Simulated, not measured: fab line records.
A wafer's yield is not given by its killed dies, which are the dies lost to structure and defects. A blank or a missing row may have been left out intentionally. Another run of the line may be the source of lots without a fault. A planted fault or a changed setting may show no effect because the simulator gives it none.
Which of the tools did it? ; flow rit-cmos ; 14 lots, 42 wafers sampled, at 2 steps of a route of 202

== WHAT THE GAUGES SHOWED, per wafer ==
RIT_NWELL_TW_MEAS_10.
lot;measured;on;NWELL_TW
L896;day 2 03:01;film-metro-03;2170 2155 2170
L897;day 2 06:56;film-metro-01;2133 2135 2139
L898;day 2 12:50;film-metro-02;2158 2152 2162
L899;day 2 16:46;film-metro-01;2147 2137 2136
L900;day 2 23:38;film-metro-01;2130 2130 2131
L902;day 3 08:20;film-metro-02;2093 2095 2097
L903;day 3 13:20;film-metro-02;2088 2097 2080
L904;day 3 17:49;film-metro-02;2152 2149 2149
L905;day 3 22:49;film-metro-03;2167 2159 2157
L912;day 5 10:45;film-metro-03;2179 2170 2173
L914;day 5 21:28;film-metro-01;2143 2155 2144
L915;day 6 03:25;film-metro-01;2135 2135 2138
L916;day 6 06:27;film-metro-02;2134 2136 2148
L917;day 6 10:52;film-metro-03;2167 2153 2160

== WHICH TOOL RAN EACH LOT (tool, then ch and the chambers of the sampled wafers, then the start) ==
lot;RIT_NWELL_DEVELOP_05
L896;litho-track-03 ch 0, day 2 02:00
L897;litho-track-01 ch 0, day 2 06:00
L898;litho-track-03 ch 0, day 2 12:00
L899;litho-track-01 ch 0, day 2 15:00
L900;litho-track-03 ch 0, day 2 22:00
L902;litho-track-03 ch 0, day 3 07:00
L903;litho-track-03 ch 0, day 3 12:00
L904;litho-track-01 ch 0, day 3 17:00
L905;litho-track-01 ch 0, day 3 22:00
L912;litho-track-02 ch 0, day 5 09:00
L914;litho-track-01 ch 0, day 5 20:00
L915;litho-track-02 ch 0, day 6 02:00
L916;litho-track-02 ch 0, day 6 05:00
L917;litho-track-02 ch 0, day 6 10:00
- RIT_NWELL_DEVELOP_05: develop time 68 s.

== AS READ BY THE TOOLS THEMSELVES (means over the sampled wafers that have a number; for cases with no such wafer, the mark the record gives instead) ==
The record holds no such reading with a usual standard deviation.

== THE ANSWER, worked out from the rows above alone ==
Rule: what is usual is taken from the lots themselves. The widest of any qualifying gaps counts: lots, ordered by their means at a reading, are off when they make up no more than a third of the lots, leave a main group of 4 or more, and stand apart from it by 3 or more times the standard deviation of that group's means. If all means in a main group match to the digits the tables above print for the reading, that group is not used. A lot without any number at a reading at which 4 lots or more have one is off too. Where the step has rows for the other lots, those lots are counted as sound. After the gauges, taken in route order, come the tools' own readings; for these a lot's mean is taken, as printed above. At the first step where some lot is off, the reading lying furthest off is the one used; lots without a number count as furthest.
Across all readings shown, no lot is off: no conclusion can be drawn from this.

== WHAT THE SIMULATOR HAD INSERTED ==
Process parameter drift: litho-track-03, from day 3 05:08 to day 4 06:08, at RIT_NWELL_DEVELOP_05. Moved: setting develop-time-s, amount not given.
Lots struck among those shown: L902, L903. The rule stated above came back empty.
